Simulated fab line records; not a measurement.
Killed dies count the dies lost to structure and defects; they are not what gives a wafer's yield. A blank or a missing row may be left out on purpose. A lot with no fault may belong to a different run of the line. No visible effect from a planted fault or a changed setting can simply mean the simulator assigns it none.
fab line records / flow ritCmos
record: lots: 7 wafers: 21 lastDay: 7
route steps=202 shown PRETRO@71 GATE@75 FOX2@80 M1@202
lots untouched by any fault: they come from a run of this same line in which no faults occurred
startH: the number of hours between the record's first day and the start of the first shown wafer of the lot / waitH: time in hours since the lot's previous step / " identical to the entry in the row above / L1.1+2: one row covering several wafers at once / - no value, or no start given / * or withheld: withheld / < > ~ a bound
route shown NAME@n: a module of which the file shows steps, and the number in the route of the first / usual: mean and standard deviation over wafers with no fault / same: alike in all rows / chamber/n: place in a boat / sites: each site's reading / _std_site: the values' standard deviation / _edge_site: outer sites' mean less inner sites' / radiusMm: for every site, how far away it sits from the centre of the wafer / mask NAME#n: copy n / behind: tool/chamber where the wafer was last shaped / hold: why the lot went on hold/how many hours it stayed there/how the hold came to an end / device: transistor that didn't switch, given as n, p or np / end of line: tests run on the same wafers once the route is complete / a step given without rows: its recipe and nothing more / killed: dies that structure and defects cost at the first sort, which is not the same as the wafer's yield / map: shows each die of a wafer: x if killed, . if not, _ if none is there
set.NAME: the setting that was run; set.NAME@STEP: the one run at that earlier step / model.NAME: the simulator's own value behind a step, which no gauge read
certain route steps with their lots: each step a table, each wafer a row
services: a tool's chamber out of use, with start hour (startH, from the record's first day; less than 0 if before it), hours out, and reason
== steps ==
step: RIT_PRETRO_HARDBAKE_07
recipe: resist: NOVOLAK tempC: 140 timeS: 120
step: RIT_PRETRO_IMPLANT_08
recipe: species: B energyKev: 45 doseCm2: 1.2e+13 tiltDeg: 7
step: RIT_PRETRO_STRIP_09
recipe: chemistry: O2 timeS: 180 resist: NOVOLAK platenTempC: withheld powerW: 500 pressureMtorr: 4000 o2FlowSccm: 4000
usual: drypumpMotorCurrentA: 5.9/0.37
lot.wafer=L284.1 tool=plasmaAsher-01 chamber=1 startH=40.25 waitH=0.1 drypumpMotorCurrentA=5.5 rfHoursCounterH=40
lot.wafer=L284.3 tool=plasmaAsher-01 chamber=0 startH=40.25 waitH=0.1 drypumpMotorCurrentA=5.4 rfHoursCounterH=-
lot.wafer=L284.5 tool=plasmaAsher-01 chamber=0 startH=40.25 waitH=0.1 drypumpMotorCurrentA=5.4 rfHoursCounterH=-
lot.wafer=L286.1 tool=plasmaAsher-03 chamber=0 startH=45.08 waitH=0.1 drypumpMotorCurrentA=5.7 rfHoursCounterH=24
lot.wafer=L286.3 tool=plasmaAsher-03 chamber=1 startH=45.08 waitH=0.1 drypumpMotorCurrentA=5.7 rfHoursCounterH=-
lot.wafer=L286.6 tool=plasmaAsher-03 chamber=1 startH=45.08 waitH=0.1 drypumpMotorCurrentA=5.7 rfHoursCounterH=-
lot.wafer=L297.1 tool=plasmaAsher-02 chamber=1 startH=95.87 waitH=0.1 drypumpMotorCurrentA=6.3 rfHoursCounterH=43
lot.wafer=L297.4 tool=plasmaAsher-02 chamber=1 startH=95.87 waitH=0.1 drypumpMotorCurrentA=6.3 rfHoursCounterH=-
lot.wafer=L297.5 tool=plasmaAsher-02 chamber=1 startH=95.87 waitH=0.1 drypumpMotorCurrentA=6.3 rfHoursCounterH=-
lot.wafer=L301.1 tool=plasmaAsher-02 chamber=0 startH=116.05 waitH=0.1 drypumpMotorCurrentA=6.4 rfHoursCounterH=46
lot.wafer=L301.2 tool=plasmaAsher-02 chamber=1 startH=116.05 waitH=0.1 drypumpMotorCurrentA=6.3 rfHoursCounterH=46
lot.wafer=L301.4 tool=plasmaAsher-02 chamber=1 startH=116.05 waitH=0.1 drypumpMotorCurrentA=6.3 rfHoursCounterH=-
lot.wafer=L302.2 tool=plasmaAsher-02 chamber=1 startH=121.28 waitH=0.1 drypumpMotorCurrentA=6.3 rfHoursCounterH=47
lot.wafer=L302.5 tool=plasmaAsher-02 chamber=0 startH=121.28 waitH=0.1 drypumpMotorCurrentA=6.4 rfHoursCounterH=-
lot.wafer=L302.6 tool=plasmaAsher-02 chamber=1 startH=121.28 waitH=0.1 drypumpMotorCurrentA=6.3 rfHoursCounterH=-
lot.wafer=L305.2 tool=plasmaAsher-02 chamber=0 startH=136.56 waitH=0.1 drypumpMotorCurrentA=6.4 rfHoursCounterH=49
lot.wafer=L305.5 tool=plasmaAsher-02 chamber=1 startH=136.56 waitH=0.1 drypumpMotorCurrentA=6.3 rfHoursCounterH=-
lot.wafer=L305.6 tool=plasmaAsher-02 chamber=0 startH=136.56 waitH=0.1 drypumpMotorCurrentA=6.4 rfHoursCounterH=-
lot.wafer=L307.3 tool=plasmaAsher-02 chamber=1 startH=146.81 waitH=0.1 drypumpMotorCurrentA=6.3 rfHoursCounterH=-
lot.wafer=L307.5 tool=plasmaAsher-02 chamber=0 startH=146.81 waitH=0.1 drypumpMotorCurrentA=6.4 rfHoursCounterH=-
lot.wafer=L307.6 tool=plasmaAsher-02 chamber=1 startH=146.81 waitH=0.1 drypumpMotorCurrentA=6.3 rfHoursCounterH=-
step: RIT_PRETRO_TW_MEAS_10
usual: PRETRO_TW: 472/5.8
lot.wafer=L284.1 tool=filmMetro-04 chamber=- startH=40.42 waitH=0.1 PRETRO_TW=469
lot.wafer=L284.3 tool=filmMetro-04 chamber=- startH=40.42 waitH=0.1 PRETRO_TW=464
lot.wafer=L284.5 tool=filmMetro-04 chamber=- startH=40.42 waitH=0.1 PRETRO_TW=465
lot.wafer=L286.1 tool=filmMetro-04 chamber=- startH=45.25 waitH=0.1 PRETRO_TW=468
lot.wafer=L286.3 tool=filmMetro-04 chamber=- startH=45.25 waitH=0.1 PRETRO_TW=465
lot.wafer=L286.6 tool=filmMetro-04 chamber=- startH=45.25 waitH=0.1 PRETRO_TW=466
lot.wafer=L297.1 tool=filmMetro-01 chamber=- startH=96.05 waitH=0.1 PRETRO_TW=469
lot.wafer=L297.4 tool=filmMetro-01 chamber=- startH=96.05 waitH=0.1 PRETRO_TW=470
lot.wafer=L297.5 tool=filmMetro-01 chamber=- startH=96.05 waitH=0.1 PRETRO_TW=470
lot.wafer=L301.1 tool=filmMetro-01 chamber=- startH=116.23 waitH=0.1 PRETRO_TW=471
lot.wafer=L301.2 tool=filmMetro-01 chamber=- startH=116.23 waitH=0.1 PRETRO_TW=468
lot.wafer=L301.4 tool=filmMetro-01 chamber=- startH=116.23 waitH=0.1 PRETRO_TW=467
lot.wafer=L302.2 tool=filmMetro-04 chamber=- startH=121.46 waitH=0.1 PRETRO_TW=468
lot.wafer=L302.5 tool=filmMetro-04 chamber=- startH=121.46 waitH=0.1 PRETRO_TW=468
lot.wafer=L302.6 tool=filmMetro-04 chamber=- startH=121.46 waitH=0.1 PRETRO_TW=468
lot.wafer=L305.2 tool=filmMetro-04 chamber=- startH=136.75 waitH=0.1 PRETRO_TW=466
lot.wafer=L305.5 tool=filmMetro-04 chamber=- startH=136.75 waitH=0.1 PRETRO_TW=469
lot.wafer=L305.6 tool=filmMetro-04 chamber=- startH=136.75 waitH=0.1 PRETRO_TW=467
lot.wafer=L307.3 tool=filmMetro-02 chamber=- startH=146.95 waitH=0.1 PRETRO_TW=481
lot.wafer=L307.5 tool=filmMetro-02 chamber=- startH=146.95 waitH=0.1 PRETRO_TW=482
lot.wafer=L307.6 tool=filmMetro-02 chamber=- startH=146.95 waitH=0.1 PRETRO_TW=482
step: RIT_GATE_WET_ETCH_00
recipe: chemistry: BOE target: SiO2 targetDepthNm: 56 timeS: 60 dry: n2Spin dilution: 10:1 tempC: 21.5
step: RIT_GATE_CLEAN_01
recipe: chemistry: SC1 mix: 3:3:50 timeS: 600 tempC: 75
step: RIT_GATE_CLEAN_02
recipe: chemistry: dHF dilution: 50:1 timeS: 30
step: RIT_GATE_CLEAN_03
recipe: chemistry: SC2 mix: 3:3:50 timeS: 600 tempC: 75 dry: n2Spin
step: RIT_GATE_CLEAN_04
recipe: chemistry: dHF dilution: 50:1 timeS: 60 dry: n2Spin
step: RIT_FOX2_THK_MEAS_91
recipe: reads: SiO2_of_FOX2_OXIDATION_00
usual: FIELD_OXIDE_LEFT_2_THK: 251/6.5
lot.wafer=L284.1 tool=filmMetro-04 chamber=- startH=40.90 waitH=0.0 FIELD_OXIDE_LEFT_2_THK[nm]=260
lot.wafer=L284.3 tool=filmMetro-04 chamber=- startH=40.90 waitH=0.0 FIELD_OXIDE_LEFT_2_THK[nm]=260
lot.wafer=L284.5 tool=filmMetro-04 chamber=- startH=40.90 waitH=0.0 FIELD_OXIDE_LEFT_2_THK[nm]=263
lot.wafer=L286.1 tool=filmMetro-01 chamber=- startH=45.77 waitH=0.0 FIELD_OXIDE_LEFT_2_THK[nm]=252
lot.wafer=L286.3 tool=filmMetro-01 chamber=- startH=45.77 waitH=0.0 FIELD_OXIDE_LEFT_2_THK[nm]=252
lot.wafer=L286.6 tool=filmMetro-01 chamber=- startH=45.77 waitH=0.0 FIELD_OXIDE_LEFT_2_THK[nm]=254
lot.wafer=L297.1 tool=filmMetro-04 chamber=- startH=96.52 waitH=0.0 FIELD_OXIDE_LEFT_2_THK[nm]=250
lot.wafer=L297.4 tool=filmMetro-04 chamber=- startH=96.52 waitH=0.0 FIELD_OXIDE_LEFT_2_THK[nm]=246
lot.wafer=L297.5 tool=filmMetro-04 chamber=- startH=96.52 waitH=0.0 FIELD_OXIDE_LEFT_2_THK[nm]=242
lot.wafer=L301.1 tool=filmMetro-04 chamber=- startH=116.70 waitH=0.0 FIELD_OXIDE_LEFT_2_THK[nm]=255
lot.wafer=L301.2 tool=filmMetro-04 chamber=- startH=116.70 waitH=0.0 FIELD_OXIDE_LEFT_2_THK[nm]=249
lot.wafer=L301.4 tool=filmMetro-04 chamber=- startH=116.70 waitH=0.0 FIELD_OXIDE_LEFT_2_THK[nm]=252
lot.wafer=L302.2 tool=filmMetro-03 chamber=- startH=121.96 waitH=0.0 FIELD_OXIDE_LEFT_2_THK[nm]=239
lot.wafer=L302.5 tool=filmMetro-03 chamber=- startH=121.96 waitH=0.0 FIELD_OXIDE_LEFT_2_THK[nm]=243
lot.wafer=L302.6 tool=filmMetro-03 chamber=- startH=121.96 waitH=0.0 FIELD_OXIDE_LEFT_2_THK[nm]=242
lot.wafer=L305.2 tool=filmMetro-04 chamber=- startH=137.26 waitH=0.0 FIELD_OXIDE_LEFT_2_THK[nm]=246
lot.wafer=L305.5 tool=filmMetro-04 chamber=- startH=137.26 waitH=0.0 FIELD_OXIDE_LEFT_2_THK[nm]=247
lot.wafer=L305.6 tool=filmMetro-04 chamber=- startH=137.26 waitH=0.0 FIELD_OXIDE_LEFT_2_THK[nm]=245
lot.wafer=L307.3 tool=filmMetro-03 chamber=- startH=147.43 waitH=0.0 FIELD_OXIDE_LEFT_2_THK[nm]=249
lot.wafer=L307.5 tool=filmMetro-03 chamber=- startH=147.43 waitH=0.0 FIELD_OXIDE_LEFT_2_THK[nm]=260
lot.wafer=L307.6 tool=filmMetro-03 chamber=- startH=147.43 waitH=0.0 FIELD_OXIDE_LEFT_2_THK[nm]=259
step: RIT_GATE_OXIDATION_05
recipe: tempC: 900 ambient: O2 targetThkA: 30 oxTimeS: 270
step: RIT_GATE_ANNEAL_06
recipe: tempC: 900 timeS: 600 ambient: N2O
step: RIT_GATE_THK_MEAS_07
recipe: reads: SiO2_of_GATE_OXIDATION_05
usual: GATE_OXIDE_THK: 3.01/0.067
lot.wafer=L284.1 tool=filmMetro-03 chamber=- startH=43.20 waitH=0.0 GATE_OXIDE_THK[nm]=3.14
lot.wafer=L284.3 tool=filmMetro-03 chamber=- startH=43.20 waitH=0.0 GATE_OXIDE_THK[nm]=2.98
lot.wafer=L284.5 tool=filmMetro-03 chamber=- startH=43.20 waitH=0.0 GATE_OXIDE_THK[nm]=3.01
lot.wafer=L286.1 tool=filmMetro-01 chamber=- startH=48.21 waitH=0.0 GATE_OXIDE_THK[nm]=2.97
lot.wafer=L286.3 tool=filmMetro-01 chamber=- startH=48.21 waitH=0.0 GATE_OXIDE_THK[nm]=2.92
lot.wafer=L286.6 tool=filmMetro-01 chamber=- startH=48.21 waitH=0.0 GATE_OXIDE_THK[nm]=3.06
lot.wafer=L297.1 tool=filmMetro-03 chamber=- startH=98.30 waitH=0.0 GATE_OXIDE_THK[nm]=6.57
lot.wafer=L297.4 tool=filmMetro-03 chamber=- startH=98.30 waitH=0.0 GATE_OXIDE_THK[nm]=6.63
lot.wafer=L297.5 tool=filmMetro-03 chamber=- startH=98.30 waitH=0.0 GATE_OXIDE_THK[nm]=6.52
lot.wafer=L301.1 tool=filmMetro-03 chamber=- startH=118.38 waitH=0.0 GATE_OXIDE_THK[nm]=6.68
lot.wafer=L301.2 tool=filmMetro-03 chamber=- startH=118.38 waitH=0.0 GATE_OXIDE_THK[nm]=6.69
lot.wafer=L301.4 tool=filmMetro-03 chamber=- startH=118.38 waitH=0.0 GATE_OXIDE_THK[nm]=6.66
lot.wafer=L302.2 tool=filmMetro-03 chamber=- startH=123.34 waitH=0.0 GATE_OXIDE_THK[nm]=6.76
lot.wafer=L302.5 tool=filmMetro-03 chamber=- startH=123.34 waitH=0.0 GATE_OXIDE_THK[nm]=6.73
lot.wafer=L302.6 tool=filmMetro-03 chamber=- startH=123.34 waitH=0.0 GATE_OXIDE_THK[nm]=6.75
lot.wafer=L305.2 tool=filmMetro-04 chamber=- startH=138.64 waitH=0.0 GATE_OXIDE_THK[nm]=3.02
lot.wafer=L305.5 tool=filmMetro-04 chamber=- startH=138.64 waitH=0.0 GATE_OXIDE_THK[nm]=3.03
lot.wafer=L305.6 tool=filmMetro-04 chamber=- startH=138.64 waitH=0.0 GATE_OXIDE_THK[nm]=2.98
lot.wafer=L307.3 tool=filmMetro-04 chamber=- startH=148.81 waitH=0.0 GATE_OXIDE_THK[nm]=3.22
lot.wafer=L307.5 tool=filmMetro-04 chamber=- startH=148.81 waitH=0.0 GATE_OXIDE_THK[nm]=3.15
lot.wafer=L307.6 tool=filmMetro-04 chamber=- startH=148.81 waitH=0.0 GATE_OXIDE_THK[nm]=3.17
step: RIT_GATE_CVD_08
recipe: material: poly-Si targetThkNm: 250 tempC: 610 precursor: SiH4 timeS: 2220 pressureMtorr: 300 sih4FlowSccm: 100
step: RIT_M1_PROBE_99
usual: killedAtContacts: 0.0/0.22 killedAtFrontEnd: 7/3.2 killedDies: 7/3.2 killedOpen: 3.2/2.1 killedShort: 3.5/2.2
same: grossDies: 264 killed_at_M0_to_M3: 0 killed_at_M4_up: 0 killedAtBackSide: 0 killedAtOther: 0
lot.wafer=L284.1 tool=prober-02 chamber=- startH=66.14 waitH=0.1 killedAtContacts=0 killedAtFrontEnd=12 killedDies=12 killedOpen=5 killedShort=7
lot.wafer=L284.3 tool=prober-02 chamber=- startH=66.24 waitH=0.2 killedAtContacts=0 killedAtFrontEnd=8 killedDies=8 killedOpen=3 killedShort=5
lot.wafer=L284.5 tool=prober-02 chamber=- startH=66.34 waitH=0.2 killedAtContacts=0 killedAtFrontEnd=12 killedDies=12 killedOpen=5 killedShort=7
lot.wafer=L286.1 tool=prober-02 chamber=- startH=72.32 waitH=0.1 killedAtContacts=0 killedAtFrontEnd=4 killedDies=4 killedOpen=2 killedShort=2
lot.wafer=L286.3 tool=prober-02 chamber=- startH=72.42 waitH=0.2 killedAtContacts=0 killedAtFrontEnd=13 killedDies=13 killedOpen=6 killedShort=7
lot.wafer=L286.6 tool=prober-02 chamber=- startH=72.57 waitH=0.2 killedAtContacts=0 killedAtFrontEnd=8 killedDies=8 killedOpen=2 killedShort=6
lot.wafer=L297.1 tool=prober-01 chamber=- startH=121.57 waitH=0.1 killedAtContacts=0 killedAtFrontEnd=9 killedDies=9 killedOpen=5 killedShort=4
lot.wafer=L297.4 tool=prober-01 chamber=- startH=121.72 waitH=0.2 killedAtContacts=0 killedAtFrontEnd=12 killedDies=12 killedOpen=8 killedShort=4
lot.wafer=L297.5 tool=prober-01 chamber=- startH=121.77 waitH=0.2 killedAtContacts=0 killedAtFrontEnd=16 killedDies=16 killedOpen=5 killedShort=11
lot.wafer=L301.1 tool=prober-01 chamber=- startH=141.22 waitH=0.1 killedAtContacts=0 killedAtFrontEnd=8 killedDies=8 killedOpen=3 killedShort=5
lot.wafer=L301.2 tool=prober-01 chamber=- startH=141.27 waitH=0.1 killedAtContacts=0 killedAtFrontEnd=8 killedDies=8 killedOpen=4 killedShort=4
lot.wafer=L301.4 tool=prober-01 chamber=- startH=141.37 waitH=0.2 killedAtContacts=0 killedAtFrontEnd=9 killedDies=9 killedOpen=3 killedShort=6
lot.wafer=L302.2 tool=prober-02 chamber=- startH=146.78 waitH=0.1 killedAtContacts=0 killedAtFrontEnd=3 killedDies=3 killedOpen=2 killedShort=1
lot.wafer=L302.5 tool=prober-02 chamber=- startH=146.93 waitH=0.2 killedAtContacts=0 killedAtFrontEnd=7 killedDies=7 killedOpen=1 killedShort=6
lot.wafer=L302.6 tool=prober-02 chamber=- startH=146.98 waitH=0.2 killedAtContacts=0 killedAtFrontEnd=5 killedDies=5 killedOpen=3 killedShort=2
lot.wafer=L305.2 tool=prober-01 chamber=- startH=162.45 waitH=0.1 killedAtContacts=1 killedAtFrontEnd=5 killedDies=6 killedOpen=3 killedShort=3
lot.wafer=L305.5 tool=prober-01 chamber=- startH=162.60 waitH=0.2 killedAtContacts=0 killedAtFrontEnd=5 killedDies=5 killedOpen=1 killedShort=4
lot.wafer=L305.6 tool=prober-01 chamber=- startH=162.65 waitH=0.2 killedAtContacts=0 killedAtFrontEnd=6 killedDies=6 killedOpen=3 killedShort=3
lot.wafer=L307.3 tool=prober-01 chamber=- startH=173.70 waitH=0.2 killedAtContacts=0 killedAtFrontEnd=8 killedDies=8 killedOpen=5 killedShort=3
lot.wafer=L307.5 tool=prober-01 chamber=- startH=173.80 waitH=0.2 killedAtContacts=0 killedAtFrontEnd=2 killedDies=2 killedOpen=0 killedShort=2
lot.wafer=L307.6 tool=prober-01 chamber=- startH=173.85 waitH=0.2 killedAtContacts=0 killedAtFrontEnd=4 killedDies=4 killedOpen=1 killedShort=3
killed by level:class
L284.1 GATE:geometricParticle:short=4 GATE:geometricParticle:open=3 SPACER:geometricParticle:short=2 REOX:geometricParticle:open=1 SILICIDE:geometricParticle:open=1 SILICIDE:geometricParticle:short=1
L284.3 FOX1:geometricParticle:short=1 FOX1:geometricParticle:open=1 GATE:geometricParticle:open=1 GATE:geometricParticle:short=1 REOX:geometricParticle:short=1 SPACER:geometricParticle:open=1 SPACER:geometricParticle:short=1 SILICIDE:geometricParticle:short=1
L284.5 GATE:geometricParticle:open=3 GATE:geometricParticle:short=3 SPACER:geometricParticle:short=3 FOX1:geometricParticle:open=1 FOX1:geometricParticle:short=1 SPACER:geometricParticle:open=1
L286.1 FOX1:geometricParticle:short=1 SPACER:geometricParticle:open=1 SPACER:geometricParticle:short=1 SILICIDE:geometricParticle:open=1
L286.3 GATE:geometricParticle:short=4 GATE:geometricParticle:open=3 SILICIDE:geometricParticle:short=2 FOX1:geometricParticle:open=1 FOX2:geometricParticle:open=1 REOX:geometricParticle:short=1 SPACER:geometricParticle:open=1
L286.6 FOX2:geometricParticle:short=2 FOX1:geometricParticle:short=1 GATE:geometricParticle:short=1 GATE:geometricParticle:open=1 SPACER:geometricParticle:short=1 SPACER:geometricParticle:open=1 SILICIDE:geometricParticle:short=1
L297.1 REOX:geometricParticle:short=3 GATE:geometricParticle:open=2 FOX2:geometricParticle:open=1 GATE:geometricParticle:short=1 REOX:geometricParticle:open=1 SILICIDE:geometricParticle:open=1
L297.4 GATE:geometricParticle:open=3 REOX:geometricParticle:open=3 FOX1:geometricParticle:open=2 FOX2:geometricParticle:short=1 GATE:geometricParticle:short=1 REOX:geometricParticle:short=1 SPACER:geometricParticle:short=1
L297.5 GATE:geometricParticle:short=4 FOX1:geometricParticle:short=3 REOX:geometricParticle:short=3 GATE:geometricParticle:open=2 REOX:geometricParticle:open=2 SPACER:geometricParticle:short=1 SILICIDE:geometricParticle:open=1
L301.1 GATE:geometricParticle:short=2 GATE:geometricParticle:open=2 FOX1:geometricParticle:short=1 FOX2:geometricParticle:short=1 REOX:geometricParticle:short=1 SPACER:geometricParticle:open=1
L301.2 GATE:geometricParticle:short=3 FOX2:geometricParticle:open=1 GATE:geometricParticle:open=1 SPACER:geometricParticle:open=1 SPACER:geometricParticle:short=1 SILICIDE:geometricParticle:open=1
L301.4 GATE:geometricParticle:short=4 GATE:geometricParticle:open=2 FOX2:geometricParticle:short=1 FOX2:geometricParticle:open=1 SILICIDE:geometricParticle:short=1
L302.2 FOX2:geometricParticle:short=1 FOX2:geometricParticle:open=1 GATE:geometricParticle:open=1
L302.5 GATE:geometricParticle:short=3 SILICIDE:geometricParticle:short=2 FOX2:geometricParticle:open=1 FOX2:geometricParticle:short=1
L302.6 FOX1:geometricParticle:open=1 FOX1:geometricParticle:short=1 GATE:geometricParticle:short=1 GATE:geometricParticle:open=1 SILICIDE:geometricParticle:open=1
L305.2 FOX1:geometricParticle:short=1 FOX2:geometricParticle:short=1 GATE:geometricParticle:open=1 SPACER:geometricParticle:short=1 SILICIDE:geometricParticle:open=1 CONTACT:geometricParticle:open=1
L305.5 SILICIDE:geometricParticle:short=2 FOX2:geometricParticle:short=1 GATE:geometricParticle:short=1 SILICIDE:geometricParticle:open=1
L305.6 GATE:geometricParticle:open=3 SPACER:geometricParticle:short=3
L307.3 GATE:geometricParticle:short=2 REOX:geometricParticle:open=2 SPACER:geometricParticle:open=2 GATE:geometricParticle:open=1 SILICIDE:geometricParticle:short=1
L307.5 GATE:geometricParticle:short=2
L307.6 GATE:geometricParticle:short=2 GATE:geometricParticle:open=1 REOX:geometricParticle:short=1
== services ==
tool=plasmaAsher-01 chamber=- startH=21.02 hours=1.2 kind=repair
tool=plasmaAsher-01 chamber=- startH=106.44 hours=15.6 kind=pm
tool=plasmaAsher-01 chamber=- startH=131.99 hours=10.1 kind=repair
== key ==
firstSign: step: RIT_GATE_THK_MEAS_07 reading: GATE_OXIDE_THK direction: up sigmas: 55 usual: 3.01 struck: 6.66
effect none on later readings
metAt RIT_GATE_THK_MEAS_07
struckWafers L297.1,L297.4,L297.5,L301.1,L301.2,L301.4,L302.2,L302.5,L302.6
testerLeftOut L297,L301,L302
onsetBetween 43.20 98.30
fault: kind: metrologyMatchingOffset tool: filmMetro-03 chamber: - onsetH: 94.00 steps: RIT_GATE_THK_MEAS_07 param: thkNm offset: 3.7123
testerLeftOut: of these lots the tester's yield and bins aren't shown, on N5 and GAA mostly nor the transistor test; their killed dies are dies lost to structure and defects alone, not to doping, threshold or leakage, so they don't give the yield
